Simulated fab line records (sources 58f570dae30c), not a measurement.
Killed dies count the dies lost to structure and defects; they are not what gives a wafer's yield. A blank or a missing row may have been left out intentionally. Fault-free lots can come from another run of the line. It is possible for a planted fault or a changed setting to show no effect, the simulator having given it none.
Split-lot experiment -- flow berkeleyCmos170 -- on a route of 331 steps: 5 lots, 27 wafers read

## ON THE SPLIT
At UCB170_SPACER_CVD_00 (deposits SiO2 from TEOS/O2, target thk 376 nm, time 47 s), the setting timeS was moved away from the recipe's 47 s on 9 of the 27 wafers read, by -17.7% to +31.0%. All remaining wafers had this setting at the recipe value.

## FROM THE SPLIT TO THE READING: what the file shows between them, 2 steps
- UCB170_SPACER_THK_MEAS_01
- UCB170_SPACER_ANNEAL_02: time 1800 s

## THE READING
oesProductAu, in a.u., at UCB170_SPACER_ETCHBACK_03 (etches SiO2 in CHF3/CF4/Ar, stops on Si, target depth 376 nm, time 100 s). Typical for fault-free wafers on this fab line: 0.899 a.u., with standard deviation 0.019 a.u.

wafer,"tool, chamber at the split","timeS as run, s",against the recipe,"oesProductAu, a.u.",against lot-mates on the recipe
L077.1,"pecvd-03, 0",47,recipe,0.896,-
L077.2,"pecvd-03, 1",47,recipe,0.897,-
L077.3,"pecvd-03, 2",61.57,+31.0%,0.983,+0.082
L077.4,"pecvd-03, 2",61.57,+31.0%,1.006,+0.105
L077.5,"pecvd-03, 1",47,recipe,0.910,-
L077.6,"pecvd-03, 0",61.57,+31.0%,0.981,+0.080
L079.1,"pecvd-04, 1",58.51,+24.5%,0.962,+0.084
L079.2,"pecvd-04, 2",47,recipe,0.873,-
L079.3,"pecvd-04, 0",47,recipe,0.879,-
L079.4,"pecvd-04, 0",58.51,+24.5%,1.024,+0.146
L079.5,"pecvd-04, 1",58.51,+24.5%,1.030,+0.152
L079.6,"pecvd-04, 2",47,recipe,0.881,-
L084.1,"pecvd-01, 2",47,recipe,0.851,-
L084.2,"pecvd-01, 0",47,recipe,0.845,-
L084.3,"pecvd-01, 1",47,recipe,0.887,-
L084.4,"pecvd-01, 1",47,recipe,0.926,-
L084.5,"pecvd-01, 0",47,recipe,0.903,-
L084.6,"pecvd-01, 2",47,recipe,0.863,-
L081.1,"pecvd-04, 0",47,recipe,0.870,-
L081.2,"pecvd-04, 2",38.69,-17.7%,0.766,-0.141
L081.3,"pecvd-04, 1",38.69,-17.7%,0.773,-0.134
L081.4,"pecvd-04, 2",47,recipe,0.940,-
L081.5,"pecvd-04, 1",47,recipe,0.912,-
L081.6,"pecvd-04, 0",38.69,-17.7%,0.769,-0.138
L085.2,"pecvd-01, 0",47,recipe,0.903,-
L085.4,"pecvd-01, 1",47,recipe,0.905,-
L085.5,"pecvd-01, 2",47,recipe,0.917,-

THE FIT
A straight line over all 27 wafers: oesProductAu changes by +0.00444 a.u. for each +1% of timeS; r = +0.90; the points scatter about the line by 0.03 a.u.
The same after taking each lot's own level away (the mean of its wafers on the recipe; 27 wafers): +0.00466 a.u. for each +1%; r = +0.90; scatter 0.033 a.u.
The reading moves by 0.14 a.u. for the largest change in timeS, on that fit.
Across the lots, their own levels run from 0.8777 to 0.9083 a.u., a range of 1.6 times the standard deviation given above.
Hence the lot-to-lot level has little effect on the slope; both slopes agree.
Check: for one of the wafers moved furthest among these (+31.0%), held out of the fit, the line's prediction against its lot-mates is +0.145 a.u. It came out at +0.082 a.u. against them.

## OTHER SPLITS ON THESE WAFERS
Note: prior to the reading, these wafers also went through further splits. Each is held against what the fit with the lots' levels taken away leaves over:
other split on the same wafers,wafers away from the commonest value,r with oesProductAu (lot level and that fit taken away)
UCB170_START_OXIDATION_02 oxTimeS,18,+0.03
UCB170_ACTIVE_DEVELOP_12 developTimeS,12,+0.48

## THE WHOLE CHAIN: every reading that the file lists as answering this split, in the file's order
step,what it does,reading,change (the file's fit),r (the file's)
UCB170_SPACER_CVD_00,"deposits SiO2 from TEOS/O2, target thk 376 nm, time 47 s","SiO2_of_SPACER_CVD_00.thkNm (the simulator's own value, which no gauge read)",+3.93 nm for each +1% of the setting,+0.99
UCB170_SPACER_THK_MEAS_01,,SPACER_TEOS_THK,+3.93 for each +1% of the setting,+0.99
UCB170_SPACER_ETCHBACK_03,"etches SiO2 in CHF3/CF4/Ar, stops on Si, target depth 376 nm, time 100 s",oesProductAu,+0.00444 a.u. for each +1% of the setting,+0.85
UCB170_M3_PROBE_99,,"etest.npolyLine.lineOhmUm (the simulator's own value, which no gauge read)","not straight: 14.69 at the lowest setting, 14.66 at the recipe, 3451 at the highest",not given
UCB170_M3_PROBE_99,,"etest.ppolyLine.lineOhmUm (the simulator's own value, which no gauge read)","not straight: 14.55 at the lowest setting, 14.96 at the recipe, 1104 at the highest",not given
UCB170_M3_PROBE_99,,"etest.npolySal.rsOhmSq (the simulator's own value, which no gauge read)","not straight: 3.993 at the lowest setting, 4.011 at the recipe, 1204 at the highest",not given
UCB170_M3_PROBE_99,,"etest.npolyLine.rsOhmSq (the simulator's own value, which no gauge read)","not straight: 4.685 at the lowest setting, 4.695 at the recipe, 1197 at the highest",not given
UCB170_M3_PROBE_99,,"etest.pmos_0p35.rOnOhmUm (the simulator's own value, which no gauge read)",+13.3 for each +1% of the setting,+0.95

## THE FILE'S OWN FIT
oesProductAu changes by +0.00444 a.u. for each +1% of timeS, r = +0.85.
